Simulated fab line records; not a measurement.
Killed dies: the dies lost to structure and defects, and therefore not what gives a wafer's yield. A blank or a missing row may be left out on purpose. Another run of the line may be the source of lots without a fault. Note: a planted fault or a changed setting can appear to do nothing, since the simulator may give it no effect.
Problem report, 8D (eight disciplines) form, completed by code || flow berkeley_cmos170 || the parts of the form that need people (team, actions taken, sign-off) are left out

## 1. WHAT WENT WRONG
tilt_deg at UCB170_PWELL_IMPLANT_15 reads a mean of 4.407 degrees on 6 wafers of 2 lots; wafers without a fault read 7.007 degrees with a standard deviation of 0.021. So: -99 or more standard deviations from the usual mean.
The first sign was on wafer L249.2 at day 5 14:57, on implanter-01. The record has a number at this step for 42 wafers belonging to 14 lots. The rule behind "out" and "out of limits": a value lying over 4 standard deviations away from the usual mean. The other wafers with a number count as sound.

## 2. WHAT IT IS, WHAT IT ISN'T
{"question": "which readings at this step", "is": "tilt_deg", "is not": "end_station_pressure_torr"}
{"question": "which lots", "is": "L249, L254", "is not": "L238, L240, L241, L242, L245, L246, L247, L251, L255, L257, L258, L261"}
{"question": "which wafers of those lots", "is": "all that have a number", "is not": "-"}
{"question": "read on which tools", "is": "implanter-01", "is not": "implanter-02, implanter-03"}
{"question": "when", "is": "from day 5 14:57", "is not": "up to then (21 sound wafers); but 15 sound wafers of L251, L255, L257, L258, L261 came after"}

## 3. SUSPECTS, AND WHAT RULES EACH OUT
Counting: a tool stays on the suspect list if, at a process step up to the reading, it processed all lots that are out and no sound lot following the first of them.
- implanter-01 at UCB170_PWELL_IMPLANT_15: kept. It ran every lot that is out, first L249 (day 5 14:57), and no sound lot after that; its last sound lot up to then is L246 (day 4 18:56). Its own readings are out on those wafers: tilt_deg.
After counting, what remains is implanter-01 at UCB170_PWELL_IMPLANT_15.

## 4. THE CAUSE (what the simulator had put in)
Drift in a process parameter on implanter-01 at UCB170_PWELL_IMPLANT_15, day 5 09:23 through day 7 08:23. From 7, the setting tilt_deg moved by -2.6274. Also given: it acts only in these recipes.
Only this tool survived the counting.

## 5. THE EFFECT CHAIN, in route order
One row per reading whose mean, taken over the struck wafers that have a number, lies over 3 standard deviations from the usual. Only readings for which the record gives a usual standard deviation are gone through. hours: the time from each lot's start at the first step in this table that gives one to its start at this step, as a median over the lots. sigmas: the change in usual standard deviations.
{"hours": 0, "step": "UCB170_PWELL_IMPLANT_15", "reading": "tilt_deg", "usual": "7.007 degrees", "on struck wafers": 4.407, "change": -2.600, "sigmas": "-99 or more"}
Its process steps:
- UCB170_PWELL_IMPLANT_15

## 6. WHAT WOULD HAVE CAUGHT IT SOONER
6 hours passed between the start of the fault at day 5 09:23 and the first reading out of limits in this record, taken at day 5 14:57.
